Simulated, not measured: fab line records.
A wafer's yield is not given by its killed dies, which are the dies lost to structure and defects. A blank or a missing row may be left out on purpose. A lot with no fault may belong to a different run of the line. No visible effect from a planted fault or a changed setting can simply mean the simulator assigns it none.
What tool caused it? + flow rit-cmos + Sampling: 14 lots, 42 wafers, 4 of 202 route steps

== WHAT THE GAUGES SHOWED, per wafer ==
RIT_CONTACT_OVL_MEAS_09. Usual: CONTACT_OVL gives -1.7 nm (standard deviation 1.3).
| lot  | measured    | on         | CONTACT_OVL (nm) | flag |
|------|-------------|------------|------------------|------|
| L717 | day 3 04:29 | overlay-02 | -0.8 -2.5 -1.6   |      |
| L719 | day 3 17:53 | overlay-01 | 0.0 -0.2 0.5     |      |
| L720 | day 3 22:26 | overlay-02 | -2.5 -3.9 -2.3   |      |
| L721 | day 4 00:35 | overlay-02 | -4.0 -2.3 -2.6   |      |
| L722 | day 4 05:51 | overlay-01 | -2.1 -1.5 -0.8   |      |
| L724 | day 4 20:09 | overlay-01 | 0.9 -0.3 0.1     |      |
| L726 | day 5 00:24 | overlay-02 | -0.5 -1.9 -2.7   |      |
| L734 | day 6 17:27 | overlay-01 | -1.4 -3.8 -2.4   |      |
| L735 | day 6 21:22 | overlay-01 | -2.7 -1.8 -1.8   |      |
| L737 | day 7 10:22 | overlay-01 | 0.0 -2.6 -3.5    |      |
| L738 | day 7 12:51 | overlay-01 | -1.6 -2.4 -1.7   |      |
| L740 | day 7 22:13 | overlay-02 | -1.5 -1.3 -1.9   |      |

== WHAT TOOL EACH LOT RAN ON (gives the tool, then ch and the chambers of the sampled wafers, and finally the start) ==
| lot  | RIT_PSD_STRIP_09                    | RIT_SILICIDE_SPUTTER_01     | RIT_SILICIDE_RTA_04             |
|------|-------------------------------------|-----------------------------|---------------------------------|
| L717 | plasma-asher-04 ch 0,1, day 3 01:41 | pvd-sputter-04, day 3 02:47 | rtp-anneal-01 ch 0, day 3 03:08 |
| L719 | plasma-asher-04 ch 0,1, day 3 15:04 | pvd-sputter-03, day 3 16:10 | rtp-anneal-01 ch 0, day 3 16:31 |
| L720 | plasma-asher-02 ch 1, day 3 19:35   | pvd-sputter-03, day 3 20:44 | rtp-anneal-02 ch 0, day 3 21:05 |
| L721 | plasma-asher-01 ch 0,1, day 3 21:37 | pvd-sputter-02, day 3 22:46 | rtp-anneal-01 ch 0, day 3 23:05 |
| L722 | plasma-asher-01 ch 0,1, day 4 02:50 | pvd-sputter-04, day 4 04:01 | rtp-anneal-02 ch 0, day 4 04:21 |
| L724 | plasma-asher-02 ch 0,1, day 4 17:10 | pvd-sputter-04, day 4 18:19 | rtp-anneal-01 ch 0, day 4 18:39 |
| L726 | plasma-asher-01 ch 0,1, day 4 21:20 | pvd-sputter-04, day 4 22:27 | rtp-anneal-02 ch 0, day 4 22:48 |
| L730 | plasma-asher-04 ch 0, day 5 17:37   | pvd-sputter-04, day 5 18:46 | rtp-anneal-01, day 5 19:06      |
| L731 | plasma-asher-04 ch 0,1, day 5 22:03 | pvd-sputter-02, day 5 23:08 | rtp-anneal-02, day 5 23:29      |
| L734 | plasma-asher-01 ch 0,1, day 6 14:28 | pvd-sputter-04, day 6 15:37 | rtp-anneal-01 ch 0, day 6 15:57 |
| L735 | plasma-asher-02 ch 0,1, day 6 18:22 | pvd-sputter-02, day 6 19:31 | rtp-anneal-02 ch 0, day 6 19:50 |
| L737 | plasma-asher-04 ch 0,1, day 7 07:22 | pvd-sputter-03, day 7 08:33 | rtp-anneal-02 ch 0, day 7 08:53 |
| L738 | plasma-asher-02 ch 0,1, day 7 09:54 | pvd-sputter-04, day 7 11:00 | rtp-anneal-01 ch 0, day 7 11:22 |
| L740 | plasma-asher-02 ch 0,1, day 7 19:19 | pvd-sputter-04, day 7 20:30 | rtp-anneal-01 ch 0, day 7 20:50 |
- RIT_PSD_STRIP_09: strips in O2, time 180 s.
- RIT_SILICIDE_SPUTTER_01: material Ti, target thk 30 nm, time 240 s.
- RIT_SILICIDE_RTA_04: time 10 s, ramp up 5 s, ramp down 5 s.

== WHAT THE TOOLS THEMSELVES READ (means of the sampled wafers that have a number; where no wafer has one, the mark that the record gives instead) ==
RIT_PSD_STRIP_09. Usual: chamber-pressure-mTorr 4000 mTorr, standard deviation 4; drypump-motor-current-A 6.1 A, standard deviation 0.57; rf-refl-power-W 6.9 W, standard deviation 1.2.
| lot  | tool            | chamber-pressure-mTorr (mTorr) | drypump-motor-current-A (A) | rf-refl-power-W (W) | flag |
|------|-----------------|--------------------------------|-----------------------------|---------------------|------|
| L717 | plasma-asher-04 | 4001                           | 6.1                         | 7.5                 |      |
| L719 | plasma-asher-04 | 3999                           | 6.1                         | 7.5                 |      |
| L720 | plasma-asher-02 | 4001                           | 4.9                         | 7.4                 |      |
| L721 | plasma-asher-01 | 4000                           | 6.1                         | 7.7                 |      |
| L722 | plasma-asher-01 | 3999                           | 6.1                         | 7.7                 |      |
| L724 | plasma-asher-02 | 4002                           | 5.6                         | 6.5                 |      |
| L726 | plasma-asher-01 | 3998                           | 6.0                         | 7.2                 |      |
| L730 | plasma-asher-04 | 4000                           | 5.9                         | 8.2                 |      |
| L731 | plasma-asher-04 | 3998                           | 6.1                         | 7.6                 |      |
| L734 | plasma-asher-01 | 3997                           | 6.1                         | 7.9                 |      |
| L735 | plasma-asher-02 | 4000                           | 6.2                         | 6.1                 |      |
| L737 | plasma-asher-04 | 4001                           | 6.1                         | 7.4                 |      |
| L738 | plasma-asher-02 | 4000                           | 5.5                         | 6.5                 |      |
| L740 | plasma-asher-02 | 4001                           | 6.1                         | 6.0                 |      |

RIT_SILICIDE_SPUTTER_01. Usual: throttle-valve-pct 30.4 %, standard deviation 1.
| lot  | tool           | throttle-valve-pct (%) | flag |
|------|----------------|------------------------|------|
| L717 | pvd-sputter-04 | 30.3                   |      |
| L719 | pvd-sputter-03 | 30.4                   |      |
| L720 | pvd-sputter-03 | 29.1                   |      |
| L721 | pvd-sputter-02 | 29.4                   |      |
| L722 | pvd-sputter-04 | 30.5                   |      |
| L724 | pvd-sputter-04 | 30.8                   |      |
| L726 | pvd-sputter-04 | 30.6                   |      |
| L730 | pvd-sputter-04 | 30.9                   |      |
| L731 | pvd-sputter-02 | 31.1                   |      |
| L734 | pvd-sputter-04 | 30.4                   |      |
| L735 | pvd-sputter-02 | 29.7                   |      |
| L737 | pvd-sputter-03 | 29.4                   |      |
| L738 | pvd-sputter-04 | 30.7                   |      |
| L740 | pvd-sputter-04 | 30.8                   |      |

RIT_SILICIDE_RTA_04. Usual: anneal-temp-c-max 652.4, standard deviation 0.84; chamber-o2-ppm 2.002, standard deviation 0.021; wafer_temp_C_max 654.2, standard deviation 1.
| lot  | tool          | anneal-temp-c-max | chamber-o2-ppm | wafer_temp_C_max | flag |
|------|---------------|-------------------|----------------|------------------|------|
| L717 | rtp-anneal-01 | 653.2             | 2.006          | 653.6            |      |
| L719 | rtp-anneal-01 | 653.3             | 2.004          | 653.6            |      |
| L720 | rtp-anneal-02 | 651.8             | 2.024          | 654.3            |      |
| L721 | rtp-anneal-01 | 652.8             | 2.019          | 653.6            |      |
| L722 | rtp-anneal-02 | 651.3             | 1.993          | 654.6            |      |
| L724 | rtp-anneal-01 | 652.4             | 2.000          | 653.8            |      |
| L726 | rtp-anneal-02 | 651.2             | 1.989          | 655.2            |      |
| L730 | rtp-anneal-01 | -                 | -              | -                | OFF  |
| L731 | rtp-anneal-02 | -                 | -              | -                | OFF  |
| L734 | rtp-anneal-01 | 653.2             | 2.004          | 653.4            |      |
| L735 | rtp-anneal-02 | 651.9             | 2.051          | 655.8            |      |
| L737 | rtp-anneal-02 | 652.0             | 2.011          | 655.4            |      |
| L738 | rtp-anneal-01 | 653.1             | 1.991          | 653.7            |      |
| L740 | rtp-anneal-01 | 652.9             | 1.981          | 653.2            |      |

== THE ANSWER, worked out from the rows above alone ==
Rule: a lot is off if the mean of its wafers that have a number lies more than 3 standard deviations from the usual mean. Also off: a lot with no number at a reading for which 4 or more lots have one. Any other lot the step has rows for is counted as sound. Order of review: gauges by route order, followed by the tools' own readings, for which a lot's mean as printed above is used. The first step at which some lot is off is used, and at that step the reading that is off furthest; a lot without a number counts as furthest.
Off, at RIT_SILICIDE_RTA_04 on anneal-temp-c-max: L730, L731. Without a number there: L730, L731.
If a tool, at that step or one of the process steps before it, ran each lot that is off and ran no sound lot following the first of them, it fits. None of those tried fits.

== WHAT THE SIMULATOR HAD PUT IN ==
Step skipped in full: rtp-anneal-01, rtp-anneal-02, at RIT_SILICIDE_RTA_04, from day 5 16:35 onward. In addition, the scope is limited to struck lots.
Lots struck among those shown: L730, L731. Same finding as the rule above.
